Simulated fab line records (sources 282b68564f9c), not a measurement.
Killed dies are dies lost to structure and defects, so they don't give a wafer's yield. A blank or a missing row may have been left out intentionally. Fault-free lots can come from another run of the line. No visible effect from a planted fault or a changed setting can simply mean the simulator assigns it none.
fab line records -- flow rit-cmos
[record] lots = 14, wafers = 42, last-day = 7
route steps=202 shown NRETRO@59 NLDD@112 SILICIDE@165 CONTACT@168 M1@202
lots that met no fault: taken from a fault-free run of the same line
start-h: the number of hours between the record's first day and the start of the first shown wafer of the lot -- wait-h: hours since the lot's step before -- " as in the row above -- L1.1+2: a single row standing in for several wafers -- - either no value or no given start -- * or withheld: withheld -- < > ~ a bound
route shown NAME@n: NAME is a module with steps in the file, n the number in the route of the first one -- usual: mean/standard deviation taken from wafers without a fault -- same: alike in all rows -- chamber/n: place in a boat -- sites: each site's reading -- _std_site: the values' standard deviation -- _edge_site: outer sites' mean less inner sites' -- radius-mm: for every site, how far away it sits from the centre of the wafer -- mask NAME#n: copy n -- behind: the last tool/chamber to shape the wafer -- hold: why the lot went on hold/how many hours it stayed there/how the hold came to an end -- device: names the non-switching transistor (n, p or np) -- end of line: tests of these same wafers at the route's end -- step lacking rows: just its recipe -- killed: dies that structure and defects cost at the first sort, which is not the same as the wafer's yield -- map: per-die view of a wafer (x killed, . not killed, _ where there is no die)
set.NAME: the setting as run; set.NAME@STEP: as run at that earlier step -- model.NAME: the simulator's own value behind a step, which no gauge read
the route's steps for a sample of lots (tables are steps, rows are wafers)
services: the hour from which a tool's chamber was out of use, counted from the record's first day as start-h (under 0 if before that day), plus the number of hours and why
[[steps]]
[step RIT_NRETRO_OVL_MEAS_06]
[usual] NRETRO_OVL = 0.5/1.4
lot.wafer,tool,chamber,start-h,wait-h,NRETRO_OVL[nm]
L306.1,overlay-02,-,33.25,-,2.3
L306.3,overlay-02,-,33.25,-,0.7
L306.5,overlay-02,-,33.25,-,0.1
L307.1,overlay-01,-,34.46,-,2.6
L307.2,overlay-01,-,34.46,-,0.1
L307.4,overlay-01,-,34.46,-,-0.3
L308.2,overlay-01,-,40.64,-,0.4
L308.3,overlay-01,-,40.64,-,0.2
L308.5,overlay-01,-,40.64,-,1.9
L309.1,overlay-01,-,45.37,-,3.8
L309.4,overlay-01,-,45.37,-,2.4
L309.6,overlay-01,-,45.37,-,3.6
L312.1,overlay-02,-,60.37,-,-0.5
L312.3,overlay-02,-,60.37,-,0.5
L312.5,overlay-02,-,60.37,-,0.4
L314.1,overlay-02,-,70.19,-,-3.1
L314.4,overlay-02,-,70.19,-,-1.3
L314.5,overlay-02,-,70.19,-,-1.0
L316.2,overlay-02,-,79.29,-,1.0
L316.4,overlay-02,-,79.29,-,-0.8
L316.6,overlay-02,-,79.29,-,-1.5
L319.1,overlay-02,-,95.04,-,-1.3
L319.2,overlay-02,-,95.04,-,-0.6
L319.6,overlay-02,-,95.04,-,-1.5
L322.2,overlay-01,-,108.95,-,1.8
L322.3,overlay-01,-,108.95,-,1.6
L322.5,overlay-01,-,108.95,-,3.5
L325.1,overlay-01,-,124.42,-,2.1
L325.3,overlay-01,-,124.42,-,1.0
L325.6,overlay-01,-,124.42,-,0.2
L326.2,overlay-02,-,129.40,-,0.8
L326.3,overlay-02,-,129.40,-,0.6
L326.5,overlay-02,-,129.40,-,1.6
L327.1,overlay-01,-,134.73,-,0.5
L327.4,overlay-01,-,134.73,-,-1.4
L327.5,overlay-01,-,134.73,-,0.9
L328.2,overlay-02,-,139.28,-,2.4
L328.3,overlay-02,-,139.28,-,1.4
L328.6,overlay-02,-,139.28,-,-0.7
L329.2,overlay-02,-,144.27,-,1.5
L329.4,overlay-02,-,144.27,-,0.8
L329.6,overlay-02,-,144.27,-,0.2
[step RIT_NLDD_STRIP_09]
[recipe] chemistry = O2, time-s = 180, resist = NOVOLAK, platen-temp-c = withheld, power-w = 500, pressure-mtorr = 4000, o2-flow-sccm = 4000
[usual] chamber-pressure-mTorr = 4000/4, drypump-motor-current-A = 5.5/0.37
lot.wafer,tool,chamber,start-h,wait-h,chamber-pressure-mTorr,drypump-motor-current-A,rf-hours-counter-h
L306.1,plasma-asher-04,0,45.85,0.1,4000,5.8,41
L306.3,plasma-asher-04,0,45.85,0.1,4013,5.8,-
L306.5,plasma-asher-04,0,45.85,0.1,3995,5.8,-
L307.1,plasma-asher-03,0,47.22,0.1,4003,4.8,41
L307.2,plasma-asher-03,1,47.22,0.1,3994,5.7,41
L307.4,plasma-asher-03,0,47.22,0.1,4003,4.8,-
L308.2,plasma-asher-03,0,56.67,0.1,3997,4.8,42
L308.3,plasma-asher-03,0,56.67,0.1,3999,4.8,-
L308.5,plasma-asher-03,0,56.67,0.1,4004,4.8,-
L309.1,plasma-asher-04,0,58.57,0.1,4002,5.8,42
L309.4,plasma-asher-04,0,58.57,0.1,3998,5.8,-
L309.6,plasma-asher-04,1,58.57,0.1,4008,5.5,-
L312.1,plasma-asher-03,0,73.54,0.1,3202,4.8,44
L312.3,plasma-asher-03,0,73.54,0.1,3198,4.8,-
L312.5,plasma-asher-03,1,73.54,0.1,3197,5.7,-
L314.1,plasma-asher-03,0,84.13,0.1,3195,4.8,45
L314.4,plasma-asher-03,1,84.13,0.1,3196,5.7,-
L314.5,plasma-asher-03,1,84.13,0.1,3201,5.7,-
L316.2,plasma-asher-02,0,91.23,0.1,4002,5.3,46
L316.4,plasma-asher-02,0,91.23,0.1,3997,5.3,-
L316.6,plasma-asher-02,1,91.23,0.1,4004,5.7,-
L319.1,plasma-asher-04,0,108.10,0.1,4004,5.8,48
L319.2,plasma-asher-04,1,108.10,0.1,3994,5.5,48
L319.6,plasma-asher-04,0,108.10,0.1,3995,5.8,-
L322.2,plasma-asher-04,0,121.25,0.1,3995,5.8,0
L322.3,plasma-asher-04,0,121.25,0.1,3998,5.8,-
L322.5,plasma-asher-04,1,121.25,0.1,3998,5.5,-
L325.1,plasma-asher-02,0,137.64,0.1,4003,5.3,51
L325.3,plasma-asher-02,1,137.64,0.1,4009,5.7,-
L325.6,plasma-asher-02,0,137.64,0.1,3999,5.3,-
L326.2,plasma-asher-04,0,141.24,0.1,4005,5.7,3
L326.3,plasma-asher-04,1,141.24,0.1,4000,5.6,-
L326.5,plasma-asher-04,0,141.24,0.1,4003,5.8,-
L327.1,plasma-asher-03,1,147.03,0.1,4001,5.7,52
L327.4,plasma-asher-03,0,147.03,0.1,4006,4.8,-
L327.5,plasma-asher-03,1,147.03,0.1,4001,5.7,-
L328.2,plasma-asher-04,0,151.85,0.1,3996,5.8,4
L328.3,plasma-asher-04,0,151.85,0.1,4000,5.8,-
L328.6,plasma-asher-04,0,151.85,0.1,3998,5.8,-
L329.2,plasma-asher-02,1,157.25,0.1,3998,5.7,53
L329.4,plasma-asher-02,0,157.25,0.1,4002,5.3,-
L329.6,plasma-asher-02,0,157.25,0.1,3998,5.3,-
[step RIT_SILICIDE_RTA_04]
[recipe] temp-c = 650, time-s = 10, idle-temp-c = 25, ramp-up-s = 5, ramp-down-s = 5, cool-to-c = 25, ambient = N2
[usual] wafer_temp_C_max = 652.5/0.58
lot.wafer,tool,chamber,start-h,wait-h,wafer_temp_C_max
L306.1,rtp-anneal-02,0,54.09,0.1,652.4
L306.3,rtp-anneal-02,0,54.09,0.1,652.5
L306.5,rtp-anneal-02,0,54.09,0.1,652.6
L307.1,rtp-anneal-01,0,56.15,0.1,651.8
L307.2,rtp-anneal-01,0,56.15,0.1,652.2
L307.4,rtp-anneal-01,0,56.15,0.1,651.8
L308.2,rtp-anneal-02,0,65.50,0.1,654.1
L308.3,rtp-anneal-02,0,65.50,0.1,652.6
L308.5,rtp-anneal-02,0,65.50,0.1,652.4
L309.1,rtp-anneal-01,0,67.02,0.1,652.6
L309.4,rtp-anneal-01,0,67.02,0.1,651.6
L309.6,rtp-anneal-01,0,67.02,0.1,652.4
L312.1,rtp-anneal-02,0,81.98,0.1,653.2
L312.3,rtp-anneal-02,0,81.98,0.1,652.8
L312.5,rtp-anneal-02,0,81.98,0.1,653.5
L314.1,rtp-anneal-02,0,92.53,0.1,653.8
L314.4,rtp-anneal-02,0,92.53,0.1,653.9
L314.5,rtp-anneal-02,0,92.53,0.1,652.5
L316.2,rtp-anneal-02,0,99.83,0.1,653.1
L316.4,rtp-anneal-02,0,99.83,0.1,653.1
L316.6,rtp-anneal-02,0,99.83,0.1,653.5
L319.1,rtp-anneal-01,0,116.61,0.1,651.5
L319.2,rtp-anneal-01,0,116.61,0.1,651.9
L319.6,rtp-anneal-01,0,116.61,0.1,652.1
L322.2,rtp-anneal-02,0,129.73,0.1,652.0
L322.3,rtp-anneal-02,0,129.73,0.1,652.3
L322.5,rtp-anneal-02,0,129.73,0.1,652.6
L325.1,rtp-anneal-01,0,147.47,0.1,652.5
L325.3,rtp-anneal-01,0,147.47,0.1,652.6
L325.6,rtp-anneal-01,0,147.47,0.1,652.2
L326.2,rtp-anneal-02,0,149.62,0.1,652.4
L326.3,rtp-anneal-02,0,149.62,0.1,652.6
L326.5,rtp-anneal-02,0,149.62,0.1,652.6
L327.1,rtp-anneal-01,0,155.64,0.1,652.0
L327.4,rtp-anneal-01,0,155.64,0.1,651.6
L327.5,rtp-anneal-01,0,155.64,0.1,653.0
L328.2,rtp-anneal-02,0,161.33,0.1,652.4
L328.3,rtp-anneal-02,0,161.33,0.1,652.5
L328.6,rtp-anneal-02,0,161.33,0.1,653.2
L329.2,rtp-anneal-01,0,166.58,0.1,651.9
L329.4,rtp-anneal-01,0,166.58,0.1,652.0
L329.6,rtp-anneal-01,0,166.58,0.1,653.1
[step RIT_CONTACT_CVD_00]
[recipe] material = SiO2, target-thk-nm = 400, precursor = TEOS, temp-c = 390, time-s = 61, rf-w = 400
[usual] heater-power-w = 284/38
lot.wafer,tool,chamber,start-h,wait-h,heater-power-w
L306.1,pecvd-01,0,54.41,0.1,316
L306.3,pecvd-01,1,54.41,0.1,241
L306.5,pecvd-01,2,54.41,0.1,295
L307.1,pecvd-03,1,56.32,0.1,324
L307.2,pecvd-03,2,56.32,0.1,228
L307.4,pecvd-03,2,56.32,0.1,237
L308.2,pecvd-04,1,65.66,0.0,251
L308.3,pecvd-04,0,65.66,0.0,252
L308.5,pecvd-04,2,65.66,0.0,214
L309.1,pecvd-01,1,67.20,0.1,274
L309.4,pecvd-01,0,67.20,0.1,323
L309.6,pecvd-01,1,67.20,0.1,281
L312.1,pecvd-01,1,82.26,0.1,281
L312.3,pecvd-01,2,82.26,0.1,303
L312.5,pecvd-01,0,82.26,0.1,277
L314.1,pecvd-04,0,92.71,0.1,315
L314.4,pecvd-04,1,92.71,0.1,327
L314.5,pecvd-04,0,92.71,0.1,313
L316.2,pecvd-03,2,99.99,0.0,230
L316.4,pecvd-03,0,99.99,0.0,351
L316.6,pecvd-03,1,99.99,0.0,295
L319.1,pecvd-03,2,116.79,0.1,257
L319.2,pecvd-03,0,116.79,0.1,347
L319.6,pecvd-03,0,116.79,0.1,359
L322.2,pecvd-03,2,129.89,0.0,192
L322.3,pecvd-03,0,129.89,0.0,265
L322.5,pecvd-03,0,129.89,0.0,288
L325.1,pecvd-03,0,147.64,0.1,294
L325.3,pecvd-03,1,147.64,0.1,295
L325.6,pecvd-03,2,147.64,0.1,244
L326.2,pecvd-01,1,149.78,0.0,282
L326.3,pecvd-01,2,149.78,0.0,273
L326.5,pecvd-01,0,149.78,0.0,335
L327.1,pecvd-04,0,155.82,0.1,273
L327.4,pecvd-04,1,155.82,0.1,283
L327.5,pecvd-04,2,155.82,0.1,278
L328.2,pecvd-03,2,161.55,0.0,238
L328.3,pecvd-03,2,161.55,0.0,249
L328.6,pecvd-03,1,161.55,0.0,283
L329.2,pecvd-01,0,166.74,0.0,338
L329.4,pecvd-01,1,166.74,0.0,281
L329.6,pecvd-01,0,166.74,0.0,353
[step RIT_M1_PROBE_99]
[usual] killed_at_M0_to_M3 = 0.0/0.12, killed-at-contacts = 0.1/0.31, killed-at-front-end = 7/3.2, killed-dies = 7/3.2, killed-open = 3.6/2.1, killed-short = 3.5/2.1
[same] gross-dies = 264, killed_at_M4_up = 0, killed-at-back-side = 0, killed-at-other = 0
lot.wafer,tool,chamber,start-h,wait-h,killed_at_M0_to_M3,killed-at-contacts,killed-at-front-end,killed-dies,killed-open,killed-short
L309.1,prober-02,-,73.67,0.1,0,0,2,2,2,0
L309.4,prober-02,-,73.82,0.2,0,1,6,7,2,5
L309.6,prober-02,-,73.92,0.2,0,0,5,5,1,4
L319.1,prober-01,-,123.67,0.1,0,0,7,7,3,4
L319.2,prober-01,-,123.72,0.1,0,0,5,5,2,3
L319.6,prober-01,-,123.92,0.2,0,0,9,9,2,7
L322.2,prober-02,-,137.96,0.1,0,0,7,7,3,4
L322.3,prober-02,-,138.01,0.2,0,0,4,4,2,2
L322.5,prober-02,-,138.11,0.2,0,0,3,3,2,1
L326.2,prober-02,-,156.44,0.1,0,0,2,2,0,2
L326.3,prober-02,-,156.49,0.2,0,0,6,6,2,4
L326.5,prober-02,-,156.59,0.2,0,0,10,10,1,9
// killed by level:class
L309.1 GATE:geometric-particle:open=1 SPACER:geometric-particle:open=1
L309.4 FOX1:geometric-particle:open=1 FOX1:geometric-particle:short=1 GATE:geometric-particle:short=1 REOX:geometric-particle:open=1 SPACER:geometric-particle:short=1 SILICIDE:geometric-particle:short=1 CONTACT:geometric-particle:short=1
L309.6 GATE:geometric-particle:short=2 FOX1:geometric-particle:open=1 SILICIDE:geometric-particle:short=1 SPACER:geometric-particle:short=1
L319.1 GATE:geometric-particle:short=2 GATE:geometric-particle:open=2 SPACER:geometric-particle:short=2 SPACER:geometric-particle:open=1
L319.2 FOX1:geometric-particle:open=2 GATE:geometric-particle:short=2 SPACER:geometric-particle:short=1
L319.6 SPACER:geometric-particle:short=3 FOX1:geometric-particle:short=2 FOX1:geometric-particle:open=1 FOX2:geometric-particle:open=1 GATE:geometric-particle:short=1 REOX:geometric-particle:short=1
L322.2 GATE:geometric-particle:short=3 GATE:geometric-particle:open=2 REOX:geometric-particle:short=1 REOX:geometric-particle:open=1
L322.3 GATE:geometric-particle:short=2 GATE:geometric-particle:open=1 SPACER:geometric-particle:open=1
L322.5 FOX1:geometric-particle:open=1 GATE:geometric-particle:short=1 SPACER:geometric-particle:open=1
L326.2 SPACER:geometric-particle:short=2
L326.3 GATE:geometric-particle:short=3 FOX2:geometric-particle:open=1 SPACER:geometric-particle:open=1 SILICIDE:geometric-particle:short=1
L326.5 REOX:geometric-particle:short=3 SPACER:geometric-particle:short=2 FOX1:geometric-particle:short=1 FOX2:geometric-particle:short=1 GATE:geometric-particle:open=1 GATE:geometric-particle:short=1 SILICIDE:geometric-particle:short=1
[[services]]
tool,chamber,start-h,hours,kind
pecvd-04,1,23.46,13.8,repair
plasma-asher-04,-,54.47,2.2,repair
pecvd-01,-,58.50,1.1,repair
pecvd-04,-,83.38,1.6,repair
plasma-asher-04,-,108.75,9.0,pm
plasma-asher-04,0,108.75,9.0,vent-cycle
plasma-asher-04,1,108.75,9.0,vent-cycle
plasma-asher-04,0,117.75,-,clean
plasma-asher-04,1,117.75,-,clean
plasma-asher-02,-,122.05,2.1,repair
pecvd-03,1,122.06,20.6,repair
pecvd-04,-,149.19,1.7,repair
pecvd-03,0,158.79,6.6,repair
[[key]]
[first-sign] step = RIT_NLDD_STRIP_09, reading = chamber-pressure-mTorr, direction = down, sigmas = 99+, usual = 4000, struck = 3198
effect none on later readings
met-at RIT_NLDD_STRIP_09
struck-lots L312,L314
tester-left-out L312,L314
not-acting-at RIT_NRETRO_OVL_MEAS_06,RIT_SILICIDE_RTA_04,RIT_CONTACT_CVD_00
onset-between 56.67 73.54
[fault] kind = process-parameter-drift, tool = plasma-asher-03, chamber = -, onset-h = 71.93, steps = RIT_NLDD_STRIP_09, channel = pressure-mtorr, offset = -800, shape = step, end-h = 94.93, acts-in = these-recipes-only, stated = 4000
// tester-left-out: of these lots the tester's yield and bins aren't shown, on N5 and GAA mostly nor the transistor test; their killed dies are dies lost to structure and defects alone, not to doping, threshold or leakage, so they don't give the yield
